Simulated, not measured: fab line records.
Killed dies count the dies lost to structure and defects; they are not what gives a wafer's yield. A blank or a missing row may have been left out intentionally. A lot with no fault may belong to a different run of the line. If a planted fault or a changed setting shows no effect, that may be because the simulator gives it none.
Struck lot and sound lot, side by side + flow ritCmos + 14 steps out of a route of 202
Sound: the wafers L250.3, L250.4, L250.6. Struck: wafers L248.1, L248.3, L248.5. Last of all comes the cause.
Order at every step that has rows: each side's tool, ch and its chambers, its first start. Under that, the readings that differ: sound wafers + struck wafers + difference of the means + sigmas: that difference in standard deviations of wafers without a fault.
alike: same words and numbers on both sides, and readings whose means sit less than 2 such deviations apart. not compared: any withheld reading, any reading some wafer has no value for, any bound like >300 that may hide the same value, and any number with overlapping values for which the record gives no deviation.
Wherever a step has rows on one side only, a row that says differs or no value, or a row with sigmas, the two part there. Numbers that have no deviation but don't overlap get no sigmas and don't part them. Lack of a reading on every wafer of one side parts them only where that side has two or more wafers.

first, 1 step without rows for these wafers: RIT_FOX1_OXIDATION_00 (target thk 350.7 nm, ox time 1130 s).
RIT_FOX1_THK_MEAS_01:
  sound on filmMetro-04 at day 3 08:59; struck on filmMetro-01 at day 2 23:11
  alike: FOX1_OXIDE_THK
then, 2 steps without rows for these wafers: RIT_FOX1_WET_ETCH_02 (etches SiO2 in BOE, target depth 350 nm, time 390 s); RIT_FOX2_OXIDATION_00 (target thk 350.7 nm, ox time 1130 s).
RIT_FOX2_THK_MEAS_01:
  sound on filmMetro-03 at day 3 10:29; struck on filmMetro-04 at day 3 00:41
| reading             | sound       | struck      | difference | sigmas |
|---------------------|-------------|-------------|------------|--------|
| FOX2_OXIDE_THK (nm) | 355 361 359 | 347 340 343 | -15        | -2     |
then, 2 steps without rows for these wafers: RIT_FOX2_CLEAN_02 (cleans in dHF, time 180 s); RIT_FOX2_WET_ETCH_03 (etches Si3N4 in H3PO4, target depth 195 nm, time 2700 s).
RIT_FOX2_THK_MEAS_90:
  sound on filmMetro-04 at day 3 11:22; struck on filmMetro-02 at day 3 01:34
| reading                     | sound       | struck      | difference | sigmas |
|-----------------------------|-------------|-------------|------------|--------|
| FIELD_OXIDE_LEFT_1_THK (nm) | 327 333 331 | 320 313 316 | -14        | -2     |
then, 4 steps without rows for these wafers: RIT_NWELL_HMDS_00 (prime time 60 s); RIT_NWELL_COAT_01 (resist thk 1300 nm); RIT_NWELL_SOFTBAKE_02 (time 60 s); RIT_NWELL_EXPOSE_03 (exposes mask M2, target cd 43900 nm).
RIT_NWELL_PEB_04:
  sound on lithoTrack-04 ch 0, day 3 12:01; struck on lithoTrack-03, day 3 02:19
| reading        | sound          | struck | difference                    | sigmas |
|----------------|----------------|--------|-------------------------------|--------|
| exhaustPa (Pa) | 45.2 46.5 45.5 | - - -  | no value on the struck wafers |        |
  not compared: chillPlateTempC
then, 1 step without rows for these wafers: RIT_NWELL_DEVELOP_05 (develop time 68 s).

WHERE THEY PART
At RIT_FOX2_THK_MEAS_01 first; at RIT_NWELL_PEB_04 last (within this record only).

WHY: what the simulator had put in
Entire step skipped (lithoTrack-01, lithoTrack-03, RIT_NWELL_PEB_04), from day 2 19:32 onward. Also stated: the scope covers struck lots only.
